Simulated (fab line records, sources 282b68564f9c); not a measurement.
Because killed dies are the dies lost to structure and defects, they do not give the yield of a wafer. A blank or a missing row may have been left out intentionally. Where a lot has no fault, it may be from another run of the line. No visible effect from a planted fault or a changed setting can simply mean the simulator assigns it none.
Struck lot and sound lot, side by side + flow rit-cmos + 43 steps out of a route of 202
Sound: the wafers L812.2, L812.4, L812.5. The struck wafers were L817.2, L817.3, L817.5. Last of all comes the cause.
Each step with rows lists, per side, the tool, then ch with its chambers, then its first start. Under that, the readings that differ: sound wafers + struck wafers + difference of the means + sigmas: that difference in standard deviations of wafers without a fault.
alike: readings whose means differ by less than 2 such deviations, and words and numbers that are the same on both sides. not compared: withheld readings, readings that some wafer has no value for, bounds like >300 that may hide the same value, and numbers for which the record gives no deviation and whose values overlap.
Wherever a step has rows on one side only, a row that says differs or no value, or a row with sigmas, the two part there. Numbers that have no deviation but don't overlap get no sigmas and don't part them. A reading that every wafer of one side lacks parts them only if that side has two wafers or more.

first, 2 steps without rows for these wafers: RIT_NLDD_HARDBAKE_07 (time 60 s); RIT_NLDD_IMPLANT_08.
RIT_NLDD_STRIP_09: strips in O2, time 180 s.
  sound on plasma-asher-03 ch 0,1, day 3 19:43; struck on plasma-asher-03 ch 0,1, day 4 22:00
  alike: drypump-motor-current-A, rf-refl-power-W
  not compared: rf-hours-counter-h
RIT_NLDD_TW_MEAS_10:
  sound on film-metro-02, day 3 19:55; struck on film-metro-03, day 4 22:11
  alike: NLDD_TW
then, 6 steps without rows for these wafers: RIT_PLDD_HMDS_00 (prime time 60 s); RIT_PLDD_COAT_01 (resist thk 1000 nm); RIT_PLDD_SOFTBAKE_02 (time 60 s); RIT_PLDD_EXPOSE_03 (exposes mask M8, target cd 40900 nm); RIT_PLDD_PEB_04; RIT_PLDD_DEVELOP_05 (develop time 50 s).
RIT_PLDD_OVL_MEAS_06:
  sound on overlay-02, day 3 20:49; struck on overlay-02, day 4 23:06
  alike: PLDD_OVL
then, 1 step without rows for these wafers: RIT_PLDD_HARDBAKE_07 (time 60 s).
RIT_PLDD_IMPLANT_08:
  sound on implanter-03 ch 0, day 3 21:14; struck on implanter-03 ch 0, day 4 23:31
| reading                   | sound             | struck            | difference | sigmas |
|---------------------------|-------------------|-------------------|------------|--------|
| implant-ion-amu           | 49 49 49          | 75 75 75          | +26        |        |
| model.implant.drp-nm (nm) | 9.752 9.752 9.752 | 7.212 7.212 7.212 | -2.540     |        |
| model.implant.rp-nm (nm)  | 16.94 16.94 16.94 | 16.17 16.17 16.17 | -0.77      |        |
RIT_PLDD_STRIP_09: strips in O2, time 180 s.
  sound on plasma-asher-03 ch 0,1, day 3 21:22; struck on plasma-asher-03 ch 0,1, day 4 23:38
  alike: drypump-motor-current-A, rf-refl-power-W
  not compared: rf-hours-counter-h
RIT_PLDD_TW_MEAS_10:
  sound on film-metro-01, day 3 21:32; struck on film-metro-02, day 4 23:49
| reading | sound          | struck         | difference | sigmas |
|---------|----------------|----------------|------------|--------|
| PLDD_TW | 2358 2355 2366 | 2976 2952 2975 | +608       | +41    |
then, 4 steps without rows for these wafers: RIT_SPACER_CLEAN_00 (cleans in SC1, time 600 s); RIT_SPACER_CLEAN_01 (cleans in dHF, time 30 s); RIT_SPACER_CLEAN_02 (cleans in SC2, time 600 s); RIT_SPACER_CVD_03 (deposits Si3N4 from SiH2Cl2/NH3, target thk 250 nm, time 3300 s).
RIT_SPACER_THK_MEAS_04:
  sound on film-metro-03, day 3 23:55; struck on film-metro-03, day 5 02:12
  alike: SPACER_NITRIDE_THK
RIT_SPACER_ETCHBACK_05: etches Si3N4 in SF6/CHF3, stops on SiO2, target depth 250 nm, time 240 s.
  sound on rie-diel-03 ch 0,3, day 3 23:58; struck on rie-diel-01 ch 0,1,2, day 5 02:15
  alike: drypump-motor-current-A, oes-product-au, throttle-valve-pct
  not compared: rf-hours-counter-h
then, 6 steps without rows for these wafers: RIT_NSD_HMDS_00 (prime time 60 s); RIT_NSD_COAT_01 (resist thk 1000 nm); RIT_NSD_SOFTBAKE_02 (time 60 s); RIT_NSD_EXPOSE_03 (exposes mask M9, target cd 40700 nm); RIT_NSD_PEB_04; RIT_NSD_DEVELOP_05 (develop time 50 s).
RIT_NSD_OVL_MEAS_06:
  sound on overlay-01, day 4 01:04; struck on overlay-01, day 5 03:23
  alike: NSD_OVL
then, 2 steps without rows for these wafers: RIT_NSD_HARDBAKE_07 (time 60 s); RIT_NSD_IMPLANT_08.
RIT_NSD_STRIP_09: strips in O2, time 180 s.
  sound on plasma-asher-02 ch 0,1, day 4 01:23; struck on plasma-asher-01 ch 0, day 5 03:45
  alike: drypump-motor-current-A, rf-refl-power-W
  not compared: rf-hours-counter-h
RIT_NSD_TW_MEAS_10:
  sound on film-metro-02, day 4 01:36; struck on film-metro-02, day 5 03:56
  alike: NSD_TW
then, 6 steps without rows for these wafers: RIT_PSD_HMDS_00 (prime time 60 s); RIT_PSD_COAT_01 (resist thk 1000 nm); RIT_PSD_SOFTBAKE_02 (time 60 s); RIT_PSD_EXPOSE_03 (exposes mask M10, target cd 40900 nm); RIT_PSD_PEB_04; RIT_PSD_DEVELOP_05 (develop time 50 s).
RIT_PSD_OVL_MEAS_06:
  sound on overlay-01, day 4 02:31; struck on overlay-01, day 5 04:57
  alike: PSD_OVL
then, 2 steps without rows for these wafers: RIT_PSD_HARDBAKE_07 (time 60 s); RIT_PSD_IMPLANT_08.
RIT_PSD_STRIP_09: strips in O2, time 180 s.
  sound on plasma-asher-01 ch 0,1, day 4 02:50; struck on plasma-asher-04 ch 0,1, day 5 05:17
  alike: drypump-motor-current-A, rf-refl-power-W
  not compared: rf-hours-counter-h
RIT_SDANNEAL_RS_MEAS_06: the measuring method here is four-point-probe.
  sound on film-metro-02, day 4 03:47; struck on film-metro-03, day 5 06:14
| reading          | sound             | struck         | difference | sigmas      |
|------------------|-------------------|----------------|------------|-------------|
| PLDD_RS (ohm/sq) | 178.1 178.4 177.9 | 68.7 68.6 68.7 | -109.5     | -99 or more |

WHERE THEY PART
First at RIT_PLDD_TW_MEAS_10; last, within this record, at RIT_SDANNEAL_RS_MEAS_06.

WHY: what the simulator had put in
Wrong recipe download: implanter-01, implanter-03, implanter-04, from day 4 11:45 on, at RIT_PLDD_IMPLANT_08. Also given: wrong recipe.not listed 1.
